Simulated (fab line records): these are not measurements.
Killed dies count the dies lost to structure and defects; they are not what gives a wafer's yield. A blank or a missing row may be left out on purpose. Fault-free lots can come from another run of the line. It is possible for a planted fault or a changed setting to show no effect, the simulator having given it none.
fab line records	flow berkeleyCmos170
record lots=14	wafers=42	lastDay=12
route steps=331 shown V2@293 M3@316
lots with no fault: from the same line, run without faults
startH: the number of hours between the record's first day and the start of the first shown wafer of the lot	waitH: hours since the lot's step before	" repeats the value in the row above	L1.1+2: a single row standing in for several wafers	- value missing, or start not given	* or withheld: withheld	< > ~ a bound
route shown NAME@n: NAME is a module with steps in the file, n the number in the route of the first one	usual: average and standard deviation across the fault-free wafers	same: alike in all rows	chamber/n: place in a boat	sites: the reading at each site	_std_site: standard deviation of those values	_edge_site: inner sites' mean taken away from outer sites' mean	radiusMm: how far each site lies from the wafer's centre	mask NAME#n: copy n	behind: tool/chamber where the wafer was last shaped	hold: why the lot was held/for how many hours/how that ended	device: the n, p or np transistor that did not switch	end of line: the same wafers' tests at the end of the route	for a step that has no rows: nothing shown but its recipe	killed: dies lost to structure and defects at the first sort, not the wafer's yield	map: shows each die of a wafer: x if killed, . if not, _ if none is there
set.NAME: the setting as run; set.NAME@STEP: as run at that earlier step	model.NAME: the simulator's own value behind a step, which no gauge read
the route's steps for a sample of lots (tables are steps, rows are wafers)
services: from which hour (startH, from the record's first day; less than 0 if before it) a tool's chamber was out of use, for how many hours, and why
## steps
# step UCB170_V2_THK_MEAS_01
# recipe reads=SiO2_of_V2_CVD_00
# usual V2_TEOS_THK=1997/25
lot.wafer	tool	chamber	startH	waitH	V2_TEOS_THK[nm]
L337.1	filmMetro-03	-	155.31	0.1	1972
L337.2	"	-	"	"	1964
L337.5	"	-	"	"	2004
L338.1	filmMetro-02	-	157.43	0.1	1985
L338.2	"	-	"	"	1986
L338.5	"	-	"	"	1991
L335.2	filmMetro-02	-	157.80	0.1	1999
L335.3	"	-	"	"	1960
L335.4	"	-	"	"	2021
L341.3	filmMetro-03	-	175.25	0.1	1967
L341.4	"	-	"	"	2011
L341.5	"	-	"	"	2021
L339.2	filmMetro-01	-	175.48	0.1	1962
L339.3	"	-	"	"	1979
L339.5	"	-	"	"	1994
L343.2	filmMetro-03	-	184.44	0.1	1995
L343.4	"	-	"	"	2006
L343.5	"	-	"	"	2028
L342.2	filmMetro-03	-	184.80	0.1	1996
L342.3	"	-	"	"	1994
L342.6	"	-	"	"	2004
L344.3	filmMetro-03	-	198.61	0.1	1986
L344.4	"	-	"	"	2012
L344.6	"	-	"	"	2016
L346.2	filmMetro-01	-	198.84	0.1	1975
L346.3	"	-	"	"	1962
L346.6	"	-	"	"	1998
L347.2	filmMetro-02	-	202.62	0.1	2026
L347.4	"	-	"	"	2036
L347.6	"	-	"	"	2052
L353.2	filmMetro-03	-	238.45	0.1	1971
L353.4	"	-	"	"	2033
L353.5	"	-	"	"	2014
L356.3	filmMetro-02	-	251.38	0.1	1959
L356.4	"	-	"	"	1985
L356.5	"	-	"	"	2005
L355.1	filmMetro-01	-	256.35	0.1	1973
L355.3	"	-	"	"	1948
L355.4	"	-	"	"	1969
L358.1	filmMetro-03	-	272.46	0.1	1966
L358.2	"	-	"	"	1983
L358.6	"	-	"	"	1995
# step UCB170_V2_CD_MEAS_12
# recipe targetCdNm=700
# usual cdNm=700.0/1.4
lot.wafer	tool	chamber	startH	waitH	cdNm
L337.1	cdSem-02	-	157.04	-	701.0
L337.2	"	-	"	"	701.7
L337.5	"	-	"	"	700.3
L338.1	cdSem-01	-	159.25	-	699.1
L338.2	"	-	"	"	699.7
L338.5	"	-	"	"	699.1
L335.2	cdSem-02	-	159.65	-	698.7
L335.3	"	-	"	"	698.6
L335.4	"	-	"	"	697.8
L341.3	cdSem-02	-	177.08	-	696.9
L341.4	"	-	"	"	696.8
L341.5	"	-	"	"	696.6
L339.2	cdSem-01	-	177.29	-	701.0
L339.3	"	-	"	"	701.9
L339.5	"	-	"	"	699.9
L343.2	cdSem-02	-	186.66	-	700.3
L343.4	"	-	"	"	701.2
L343.5	"	-	"	"	701.5
L342.2	cdSem-02	-	186.94	-	698.1
L342.3	"	-	"	"	697.3
L342.6	"	-	"	"	698.2
L344.3	cdSem-02	-	200.48	-	699.3
L344.4	"	-	"	"	699.1
L344.6	"	-	"	"	699.6
L346.2	cdSem-01	-	200.54	-	701.4
L346.3	"	-	"	"	700.4
L346.6	"	-	"	"	700.8
L347.2	cdSem-02	-	204.49	-	699.4
L347.4	"	-	"	"	699.3
L347.6	"	-	"	"	698.5
L353.2	cdSem-02	-	240.25	-	699.6
L353.4	"	-	"	"	700.3
L353.5	"	-	"	"	701.5
L356.3	cdSem-01	-	253.17	-	699.1
L356.4	"	-	"	"	698.7
L356.5	"	-	"	"	698.8
L355.1	cdSem-01	-	258.11	-	701.8
L355.3	"	-	"	"	700.0
L355.4	"	-	"	"	699.1
L358.1	cdSem-01	-	274.22	-	701.1
L358.2	"	-	"	"	699.8
L358.6	"	-	"	"	699.0
# step UCB170_V2_ETCH_14
# recipe chemistry=CHF3/CF4/Ar	target=SiO2	stopOn=Al	CHF3_flow_sccm=45	cf4FlowSccm=15	Ar_flow_sccm=150	pressureMtorr=200	rfW=700	targetDepthA=12500	overEtchFrac=0.25	timeS=291
# usual CHF3_flow_sccm=45.01/0.14	cf4FlowSccm=15.00/0.04	drypumpMotorCurrentA=5.4/0.34	oesProductAu=0.873/0.012	throttleValvePct=6.95/0.099
lot.wafer	tool	chamber	startH	waitH	CHF3_flow_sccm	cf4FlowSccm	drypumpMotorCurrentA	oesProductAu	rfHoursCounterH	throttleValvePct
L337.1	rieDiel-03	2	157.19	0.0	44.95	14.98	4.9	0.863	138	6.85
L337.2	"	0	"	"	45.02	15.05	5.4	0.870	13	6.91
L337.5	"	0	"	"	44.95	15.05	5.4	0.869	-	6.91
L338.1	rieDiel-04	1	159.41	0.0	44.93	14.96	5.0	0.876	94	7.01
L338.2	"	3	"	"	44.90	14.97	5.2	0.849	1	7.05
L338.5	"	2	"	"	45.09	15.04	5.3	0.847	-	7.09
L335.2	rieDiel-02	2	159.79	0.0	44.99	14.99	5.5	0.905	141	6.87
L335.3	"	0	"	"	45.14	14.97	5.6	0.874	51	6.83
L335.4	"	1	"	"	44.98	15.01	5.3	0.884	50	6.84
L341.3	rieDiel-03	0	177.19	0.0	45.17	15.03	5.4	0.879	13	6.92
L341.4	"	2	"	"	45.00	14.98	4.9	0.862	139	6.85
L341.5	"	1	"	"	44.99	15.00	5.7	0.882	-	7.10
L339.2	rieDiel-02	1	177.43	0.0	44.96	14.98	5.3	0.865	51	6.86
L339.3	"	2	"	"	45.00	15.03	5.5	0.903	142	6.87
L339.5	"	0	"	"	44.94	14.97	5.6	0.876	-	6.84
L343.2	rieDiel-04	2	186.79	0.0	44.74	15.02	5.3	0.857	90	7.09
L343.4	"	0	"	"	44.79	14.95	5.7	0.884	133	7.11
L343.5	"	0	"	"	45.00	14.93	5.7	0.884	-	7.11
L342.2	rieDiel-03	2	187.08	0.0	45.05	14.94	4.9	0.862	140	6.84
L342.3	"	1	"	"	44.83	15.00	5.7	0.879	2	7.09
L342.6	"	0	"	"	45.18	15.03	5.4	0.871	-	6.92
L344.3	rieDiel-04	0	200.60	0.0	44.99	14.97	5.7	0.879	134	7.10
L344.4	"	2	"	"	44.88	15.07	5.3	0.843	91	7.09
L344.6	"	3	"	"	44.69	15.02	5.2	0.856	-	7.02
L346.2	rieDiel-03	3	200.68	0.0	45.07	15.01	5.0	0.879	55	6.91
L346.3	"	1	"	"	44.99	14.94	5.7	0.872	2	7.08
L346.6	"	1	"	"	44.87	14.95	5.7	0.875	-	7.08
L347.2	rieDiel-04	0	204.63	0.0	44.96	15.00	5.7	1.000	134	7.11
L347.4	"	2	"	"	44.70	15.07	5.3	0.970	91	7.09
L347.6	"	0	"	"	44.98	15.00	5.7	0.998	-	7.13
L353.2	rieDiel-04	0	240.39	0.0	45.07	15.07	5.7	1.001	136	7.10
L353.4	"	3	"	"	44.68	15.03	5.2	0.968	5	7.05
L353.5	"	1	"	"	44.99	15.05	5.0	0.996	-	7.02
L356.3	rieDiel-02	0	253.28	0.0	45.16	14.97	5.6	0.871	56	6.83
L356.4	"	1	"	"	45.15	15.00	5.3	0.873	-	6.85
L356.5	"	0	"	"	45.03	15.02	5.6	0.872	-	6.84
L355.1	rieDiel-02	3	258.27	0.0	45.13	15.00	6.1	0.875	23	6.91
L355.3	"	0	"	"	44.90	15.07	5.6	0.877	56	6.84
L355.4	"	1	"	"	45.00	15.01	5.3	0.872	-	6.82
L358.1	rieDiel-03	2	274.37	0.0	45.07	15.04	4.9	0.886	1	6.85
L358.2	"	1	"	"	44.99	14.99	5.7	0.883	5	7.07
L358.6	"	0	"	"	45.15	14.95	5.4	0.876	-	6.92
# step UCB170_V2_STRIP_15
# recipe chemistry=O2	powerW=400	pressureMtorr=3500	platenTempC=withheld	o2FlowSccm=400	overashFraction=0.5
# usual drypumpMotorCurrentA=5.8/0.49	oesProductAu=0.722/0.0042	stripTimeToEndpointS=15.32/0.11
lot.wafer	tool	chamber	startH	waitH	drypumpMotorCurrentA	oesProductAu	rfHoursCounterH	stripTimeToEndpointS
L337.1	plasmaAsher-02	1	157.37	0.1	6.8	0.721	41	15.21
L337.2	"	0	"	"	5.6	0.724	41	15.10
L337.5	"	0	"	"	5.6	0.722	-	15.13
L338.1	plasmaAsher-04	0	159.59	0.1	5.4	0.722	50	15.44
L338.2	"	1	"	"	5.5	0.712	50	15.43
L338.5	"	0	"	"	5.4	0.725	-	15.29
L335.2	plasmaAsher-03	1	159.97	0.1	5.9	0.715	2	15.33
L335.3	"	1	"	"	5.9	0.726	-	15.36
L335.4	"	0	"	"	5.7	0.719	-	15.39
L341.3	plasmaAsher-02	0	177.41	0.1	5.6	0.724	-	15.24
L341.4	"	1	"	"	6.8	0.720	-	15.41
L341.5	"	0	"	"	5.6	0.725	-	15.43
L339.2	plasmaAsher-04	1	177.61	0.1	5.6	0.718	52	15.30
L339.3	"	1	"	"	5.5	0.722	-	15.21
L339.5	"	1	"	"	5.6	0.718	-	15.31
L343.2	plasmaAsher-03	1	186.97	0.1	5.9	0.722	5	15.52
L343.4	"	1	"	"	5.9	0.719	-	15.55
L343.5	"	0	"	"	5.7	0.724	-	15.53
L342.2	plasmaAsher-04	1	187.26	0.1	5.5	0.725	53	15.20
L342.3	"	1	"	"	5.5	0.724	-	15.35
L342.6	"	0	"	"	5.4	0.717	-	15.19
L344.3	plasmaAsher-02	0	200.81	0.1	5.7	0.720	-	15.30
L344.4	"	1	"	"	6.8	0.724	-	15.30
L344.6	"	1	"	"	6.8	0.718	-	15.25
L346.2	plasmaAsher-03	1	200.85	0.1	5.9	0.716	7	15.27
L346.3	"	1	"	"	5.9	0.723	-	15.31
L346.6	"	1	"	"	5.9	0.725	-	15.30
L347.2	plasmaAsher-04	1	204.80	0.1	5.6	0.726	55	16.72
L347.4	"	0	"	"	5.4	0.727	-	16.69
L347.6	"	1	"	"	5.5	0.718	-	16.77
L353.2	plasmaAsher-02	0	240.57	0.1	5.6	0.717	50	16.73
L353.4	"	0	"	"	5.7	0.718	-	16.73
L353.5	"	0	"	"	5.7	0.717	-	16.67
L356.3	plasmaAsher-02	0	253.50	0.1	5.6	0.728	-	15.24
L356.4	"	1	"	"	6.8	0.722	-	15.26
L356.5	"	0	"	"	5.6	0.727	-	15.27
L355.1	plasmaAsher-03	1	258.45	0.1	5.9	0.721	12	15.27
L355.3	"	1	"	"	5.9	0.722	-	15.43
L355.4	"	0	"	"	5.7	0.710	-	15.38
L358.1	plasmaAsher-04	1	274.55	0.1	5.5	0.725	63	15.20
L358.2	"	0	"	"	5.4	0.724	63	15.27
L358.6	"	0	"	"	5.4	0.723	-	15.19
# step UCB170_M3_STRIP_07
# recipe chemistry=O2	powerW=400	pressureMtorr=3500	platenTempC=withheld	o2FlowSccm=400	overashFraction=0.5
# usual drypumpMotorCurrentA=5.5/0.52	oesProductAu=0.735/0.0047	stripTimeToEndpointS=21.88/0.073
lot.wafer	tool	chamber	startH	waitH	drypumpMotorCurrentA	oesProductAu	rfHoursCounterH	stripTimeToEndpointS
L337.1	plasmaAsher-01	1	158.54	0.1	4.9	0.735	49	21.98
L337.2	"	0	"	"	5.4	0.740	49	21.93
L337.5	"	0	"	"	5.4	0.743	-	22.03
L338.1	plasmaAsher-04	1	160.74	0.1	5.5	0.740	50	21.91
L338.2	"	0	"	"	5.4	0.737	50	21.98
L338.5	"	0	"	"	5.4	0.725	-	22.02
L335.2	plasmaAsher-02	1	161.25	0.1	6.8	0.735	42	21.74
L335.3	"	0	"	"	5.6	0.734	-	21.77
L335.4	"	1	"	"	6.8	0.740	-	21.74
L341.3	plasmaAsher-02	0	178.41	0.1	5.6	0.729	-	21.89
L341.4	"	1	"	"	6.8	0.732	-	21.85
L341.5	"	1	"	"	6.8	0.738	-	21.88
L339.2	plasmaAsher-04	1	178.65	0.1	5.6	0.740	52	21.72
L339.3	"	0	"	"	5.4	0.735	-	21.79
L339.5	"	0	"	"	5.4	0.734	-	21.88
L343.2	plasmaAsher-04	1	187.97	0.1	5.6	0.736	53	21.87
L343.4	"	1	"	"	5.6	0.735	-	21.89
L343.5	"	0	"	"	5.4	0.740	-	21.91
L342.2	plasmaAsher-01	0	188.50	0.1	5.4	0.732	52	21.82
L342.3	"	1	"	"	4.9	0.731	-	21.75
L342.6	"	1	"	"	4.9	0.733	-	21.81
L344.3	plasmaAsher-01	0	201.81	0.1	5.4	0.736	-	21.95
L344.4	"	1	"	"	4.9	0.730	-	21.90
L344.6	"	1	"	"	4.9	0.743	-	21.84
L346.2	plasmaAsher-04	1	201.85	0.1	5.5	0.736	55	21.90
L346.3	"	0	"	"	5.4	0.738	-	21.91
L346.6	"	1	"	"	5.5	0.742	-	21.90
L356.3	plasmaAsher-02	1	254.50	0.1	6.8	0.736	-	21.95
L356.4	"	0	"	"	5.6	0.728	-	21.91
L356.5	"	0	"	"	5.7	0.733	-	21.95
L355.1	plasmaAsher-01	1	259.46	0.1	4.9	0.737	59	21.90
L355.3	"	0	"	"	5.4	0.736	-	21.94
L355.4	"	1	"	"	4.9	0.737	-	21.87
L358.1	plasmaAsher-04	1	275.55	0.1	5.6	0.728	63	21.88
L358.2	"	0	"	"	5.4	0.736	63	21.77
L358.6	"	1	"	"	5.6	0.726	-	21.82
## services
tool	chamber	startH	hours	kind
rieDiel-03	1	137.75	-	clean
rieDiel-03	1	137.75	19.5	scheduledDown
rieDiel-03	1	137.75	19.5	ventCycle
rieDiel-03	3	177.61	6.7	repair
rieDiel-03	3	220.52	1.3	repair
rieDiel-03	2	232.41	-	clean
rieDiel-03	2	232.41	15.0	scheduledDown
rieDiel-03	2	232.41	15.0	ventCycle
rieDiel-02	2	234.08	3.7	repair
rieDiel-02	2	247.98	3.1	repair
rieDiel-02	2	251.13	-	clean
rieDiel-02	2	251.13	16.0	scheduledDown
rieDiel-02	2	251.13	16.0	ventCycle
plasmaAsher-02	-	256.22	4.7	repair
rieDiel-04	0	274.83	-	clean
## key
firstSign step=UCB170_V2_ETCH_14	reading=oesProductAu	direction=up	sigmas=9.5	usual=0.873	struck=0.989
effect step=UCB170_V2_STRIP_15	reading=stripTimeToEndpointS	direction=up	sigmas=13	usual=*	struck=*
metAt UCB170_V2_ETCH_14
struckLots L347,L353
laterRowsLeftOut L347.2,L347.4,L347.6,L353.2,L353.4,L353.5
sortLeftOut L347.2,L347.4,L347.6,L353.2,L353.4,L353.5
notActingAt UCB170_V2_THK_MEAS_01,UCB170_V2_CD_MEAS_12,UCB170_M3_STRIP_07
onsetBetween 200.60 204.63
fault kind=processParameterDrift	tool=rieDiel-04	chamber=-	onsetH=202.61	steps=UCB170_V2_ETCH_14	channel=targetDepthA	offset=*	shape=step	endH=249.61	actsIn=*	stated=*
# sortLeftOut: the simulated sort isn't trusted on such a fault, so these wafers' sort isn't shown, and their yield isn't known
# laterRowsLeftOut: the simulator's readings of these wafers behind a module that went badly wrong aren't trusted and aren't shown, but for the sort
